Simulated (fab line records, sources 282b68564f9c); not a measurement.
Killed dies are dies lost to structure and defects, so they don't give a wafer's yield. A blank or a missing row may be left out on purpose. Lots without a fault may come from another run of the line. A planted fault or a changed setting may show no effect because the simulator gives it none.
Which tool did it? | flow rit_cmos | 16 lots, 48 wafers sampled, at 6 steps of a route of 202

WHAT THE GAUGES READ, wafer by wafer
RIT_GATE_THK_MEAS_07. Usual: GATE_OXIDE_THK 3.02 nm, standard deviation 0.061.
lot  | measured    | on            | GATE_OXIDE_THK (nm) | flag
L552 | day 2 10:01 | film_metro-04 | 3.13 3.06 3.04      |
L555 | day 3 02:04 | film_metro-01 | 3.10 2.95 3.08      |
L556 | day 3 06:05 | film_metro-01 | 2.95 3.09 2.98      |
L557 | day 3 10:23 | film_metro-01 | 3.08 3.14 3.02      |
L558 | day 3 15:17 | film_metro-04 | 2.91 3.00 3.00      |
L559 | day 3 20:50 | film_metro-02 | 3.02 3.08 3.01      |
L560 | day 4 02:41 | film_metro-01 | 3.03 3.02 3.03      |
L562 | day 4 11:14 | film_metro-02 | 2.96 2.97 2.97      |
L564 | day 4 21:17 | film_metro-04 | 3.03 2.97 3.02      |
L565 | day 5 03:46 | film_metro-02 | 2.99 3.07 3.02      |
L566 | day 5 10:23 | film_metro-02 | 2.89 2.87 2.95      |
L567 | day 5 13:05 | film_metro-02 | 3.04 2.99 3.13      |
L568 | day 5 18:53 | film_metro-02 | 3.00 3.02 3.06      |
L569 | day 5 23:47 | film_metro-04 | 3.06 3.14 3.13      |
L574 | day 7 00:41 | film_metro-01 | 3.06 3.06 2.95      |
L575 | day 7 05:25 | film_metro-04 | 3.07 3.08 2.96      |

RIT_GATE_OVL_MEAS_17. Usual: GATE_OVL -0.2 nm, standard deviation 1.6.
lot  | measured    | on         | GATE_OVL (nm)  | flag
L552 | day 2 12:43 | overlay-02 | 1.6 1.2 1.0    |
L555 | day 3 04:54 | overlay-02 | 0.8 -0.9 -0.2  |
L556 | day 3 08:57 | overlay-02 | 3.3 1.0 3.2    |
L557 | day 3 13:12 | overlay-02 | 0.8 -1.3 0.5   |
L558 | day 3 17:59 | overlay-01 | 0.5 2.8 1.4    |
L559 | day 3 23:40 | overlay-02 | 1.6 0.7 -0.7   |
L560 | day 4 05:31 | overlay-01 | -0.3 -0.7 0.6  |
L562 | day 4 14:04 | overlay-02 | -0.6 0.1 0.4   |
L564 | day 5 00:20 | overlay-01 | -0.4 -1.0 0.9  |
L565 | day 5 06:35 | overlay-01 | -1.6 -0.3 -1.5 |
L566 | day 5 13:13 | overlay-02 | -2.7 -3.1 -3.4 |
L567 | day 5 16:01 | overlay-02 | -0.2 -1.6 0.7  |
L568 | day 5 21:44 | overlay-01 | -0.3 1.7 -0.1  |
L569 | day 6 02:46 | overlay-02 | -2.0 -2.9 -2.8 |
L574 | day 7 03:29 | overlay-02 | -1.6 -1.9 -3.6 |
L575 | day 7 08:19 | overlay-02 | -1.2 -1.4 -0.2 |

RIT_SPACER_THK_MEAS_04. Usual: SPACER_NITRIDE_THK 249.3 nm, standard deviation 2.4.
lot  | measured    | on            | SPACER_NITRIDE_THK (nm) | flag
L552 | day 2 21:34 | film_metro-03 | 247.8 248.2 247.8       |
L555 | day 3 13:47 | film_metro-04 | 252.0 250.4 251.4       |
L556 | day 3 17:40 | film_metro-03 | 250.4 251.9 250.5       |
L557 | day 3 22:55 | film_metro-02 | 252.3 252.1 252.1       |
L558 | day 4 03:17 | film_metro-03 | 250.0 249.6 247.0       |
L559 | day 4 08:22 | film_metro-04 | 250.5 251.3 250.1       |
L560 | day 4 14:31 | film_metro-04 | 249.3 249.4 253.3       |
L562 | day 4 22:56 | film_metro-04 | 248.4 248.5 251.3       |
L564 | day 5 09:20 | film_metro-02 | 277.5 278.2 279.3       | OFF
L565 | day 5 17:11 | film_metro-03 | 250.3 251.7 250.1       |
L566 | day 5 22:07 | film_metro-04 | 281.4 279.5 283.2       | OFF
L567 | day 6 01:01 | film_metro-02 | 274.9 276.3 275.9       | OFF
L568 | day 6 06:40 | film_metro-04 | 281.3 279.8 283.6       | OFF
L569 | day 6 12:23 | film_metro-04 | 249.9 248.4 250.0       |
L574 | day 7 12:29 | film_metro-02 | 251.3 252.2 252.0       |
L575 | day 7 17:17 | film_metro-04 | 246.7 245.5 244.0       |

RIT_CONTACT_CD_MEAS_90: target cd 1000 nm. Usual: cd_nm 1000.2 nm, standard deviation 1.9.
lot  | measured    | on        | cd_nm (nm)           | flag
L552 | day 3 04:20 | cd_sem-01 | 1000.0 997.5 998.3   |
L555 | day 3 20:03 | cd_sem-02 | 1003.2 998.4 1004.1  |
L556 | day 4 00:13 | cd_sem-02 | 1000.3 1000.1 1001.0 |
L557 | day 4 05:26 | cd_sem-01 | 1005.0 1003.4 1004.2 |
L558 | day 4 10:07 | cd_sem-02 | 998.2 999.2 998.8    |
L559 | day 4 15:14 | cd_sem-02 | 999.4 998.4 1000.6   |
L560 | day 4 20:59 | cd_sem-02 | 1001.7 1001.5 1000.0 |
L562 | day 5 05:23 | cd_sem-02 | 999.8 1000.9 999.3   |
L564 | day 5 15:50 | cd_sem-01 | 1001.9 999.1 999.2   |
L565 | day 5 23:51 | cd_sem-01 | 999.6 997.6 999.5    |
L566 | day 6 04:43 | cd_sem-01 | 1000.0 999.9 1000.3  |
L567 | day 6 07:22 | cd_sem-02 | 1002.1 1002.7 1001.6 |
L568 | day 6 13:38 | cd_sem-02 | 1001.2 1001.7 1000.7 |
L569 | day 6 18:59 | cd_sem-02 | 999.5 999.9 999.4    |
L574 | day 7 19:37 | cd_sem-01 | 995.5 995.0 997.4    |
L575 | day 7 23:53 | cd_sem-01 | 1004.9 1000.9 1001.4 |

WHICH TOOL RAN EACH LOT (tool, then ch and the chambers of the sampled wafers, then the start)
lot  | RIT_SPACER_CVD_03          | RIT_SPACER_ETCHBACK_05
L552 | lpcvd-01 ch 1, day 2 19:38 | rie_diel-04 ch 0,3, day 2 21:37
L555 | lpcvd-01 ch 1, day 3 11:52 | rie_diel-02 ch 0,1,3, day 3 13:50
L556 | lpcvd-02 ch 0, day 3 15:44 | rie_diel-01 ch 0,2, day 3 17:43
L557 | lpcvd-01 ch 0, day 3 20:59 | rie_diel-04 ch 0,2, day 3 22:58
L558 | lpcvd-01 ch 0, day 4 01:21 | rie_diel-02 ch 0,3, day 4 03:20
L559 | lpcvd-02 ch 1, day 4 06:27 | rie_diel-01 ch 0,1, day 4 08:26
L560 | lpcvd-02 ch 1, day 4 12:36 | rie_diel-01 ch 0,3, day 4 14:35
L562 | lpcvd-01 ch 0, day 4 21:01 | rie_diel-04 ch 0,2,3, day 4 22:59
L564 | lpcvd-01 ch 0, day 5 07:25 | rie_diel-01 ch 0,1,2, day 5 09:24
L565 | lpcvd-02 ch 1, day 5 15:15 | rie_diel-02 ch 2,3, day 5 17:14
L566 | lpcvd-01 ch 0, day 5 20:11 | rie_diel-04 ch 0,1, day 5 22:10
L567 | lpcvd-01 ch 0, day 5 23:06 | rie_diel-04 ch 1,2, day 6 01:04
L568 | lpcvd-01 ch 0, day 6 04:46 | rie_diel-01 ch 1,2,3, day 6 06:44
L569 | lpcvd-02 ch 0, day 6 10:29 | rie_diel-02 ch 0,1, day 6 12:27
L574 | lpcvd-02 ch 0, day 7 10:34 | rie_diel-01 ch 1,2,3, day 7 12:32
L575 | lpcvd-02 ch 1, day 7 15:22 | rie_diel-01 ch 1,2,3, day 7 17:20
- RIT_SPACER_CVD_03: deposits Si3N4 from SiH2Cl2/NH3, target thk 250 nm, time 3300 s.
- RIT_SPACER_ETCHBACK_05: etches Si3N4 in SF6/CHF3, stops on SiO2, target depth 250 nm, time 240 s.

WHAT THE TOOLS THEMSELVES READ (means of the sampled wafers that have a number; where no wafer has one, the mark that the record gives instead)
RIT_SPACER_CVD_03. Usual: susceptor_temp_C 810.0 C, standard deviation 0.38.
lot  | tool     | susceptor_temp_C (C) | flag
L552 | lpcvd-01 | 810.6                |
L555 | lpcvd-01 | 810.0                |
L556 | lpcvd-02 | 810.0                |
L557 | lpcvd-01 | 809.5                |
L558 | lpcvd-01 | 810.4                |
L559 | lpcvd-02 | 810.0                |
L560 | lpcvd-02 | 810.2                |
L562 | lpcvd-01 | 810.1                |
L564 | lpcvd-01 | 810.1                |
L565 | lpcvd-02 | 810.0                |
L566 | lpcvd-01 | 810.4                |
L567 | lpcvd-01 | 810.0                |
L568 | lpcvd-01 | 810.4                |
L569 | lpcvd-02 | 810.4                |
L574 | lpcvd-02 | 809.9                |
L575 | lpcvd-02 | 810.0                |

RIT_SPACER_ETCHBACK_05. Usual: drypump_motor_current_A 5.8 A, standard deviation 0.44; oes_product_au 0.840 a.u., standard deviation 0.013; throttle_valve_pct 10.29 %, standard deviation 0.17.
lot  | tool        | drypump_motor_current_A (A) | oes_product_au (a.u.) | throttle_valve_pct (%) | flag
L552 | rie_diel-04 | 5.9                         | 0.834                 | 10.23                  |
L555 | rie_diel-02 | 5.9                         | 0.845                 | 10.37                  |
L556 | rie_diel-01 | 6.2                         | 0.859                 | 10.16                  |
L557 | rie_diel-04 | 5.9                         | 0.848                 | 10.22                  |
L558 | rie_diel-02 | 5.8                         | 0.829                 | 10.37                  |
L559 | rie_diel-01 | 5.9                         | 0.840                 | 10.23                  |
L560 | rie_diel-01 | 5.9                         | 0.845                 | 10.14                  |
L562 | rie_diel-04 | 5.6                         | 0.836                 | 10.39                  |
L564 | rie_diel-01 | 6.0                         | 0.915                 | 10.22                  | OFF
L565 | rie_diel-02 | 6.0                         | 0.828                 | 10.40                  |
L566 | rie_diel-04 | 6.2                         | 0.925                 | 10.07                  | OFF
L567 | rie_diel-04 | 5.6                         | 0.901                 | 10.40                  | OFF
L568 | rie_diel-01 | 5.8                         | 0.923                 | 10.27                  | OFF
L569 | rie_diel-02 | 5.6                         | 0.848                 | 10.33                  |
L574 | rie_diel-01 | 5.8                         | 0.849                 | 10.25                  |
L575 | rie_diel-01 | 5.8                         | 0.837                 | 10.24                  |

THE ANSWER, worked out from the rows above alone
Rule: a lot is off if the mean of its wafers that have a number lies more than 3 standard deviations from the usual mean. A lot without any number at a reading at which 4 lots or more have one is off too. The other lots that the step has rows for count as sound. The gauges are gone through in route order, then the tools' own readings, and for those a lot's mean is taken as printed above. The first step at which some lot is off is used, and at that step the reading that is off furthest; a lot without a number counts as furthest.
Off: L564, L566, L567, L568, at RIT_SPACER_THK_MEAS_04 (SPACER_NITRIDE_THK).
A tool fits if, at a process step before that reading, it ran every lot that is off, and no sound lot after the first of them. The gauges at RIT_SPACER_THK_MEAS_04 aren't tried: what is off there is off at RIT_SPACER_ETCHBACK_05 too, on other tools, and a gauge's error can't cause that. One fits: lpcvd-01 at RIT_SPACER_CVD_03. Its last sound lot is L562 (day 4 21:01), its first lot that is off L564 (day 5 07:25): a fault that began between those two fits.

WHAT THE SIMULATOR HAD PUT IN
Process parameter drift: lpcvd-01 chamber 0, from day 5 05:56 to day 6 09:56, at RIT_SPACER_CVD_03. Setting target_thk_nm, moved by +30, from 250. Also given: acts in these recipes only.
Lots struck among those shown: L564, L566, L567, L568. The rule above found the same.
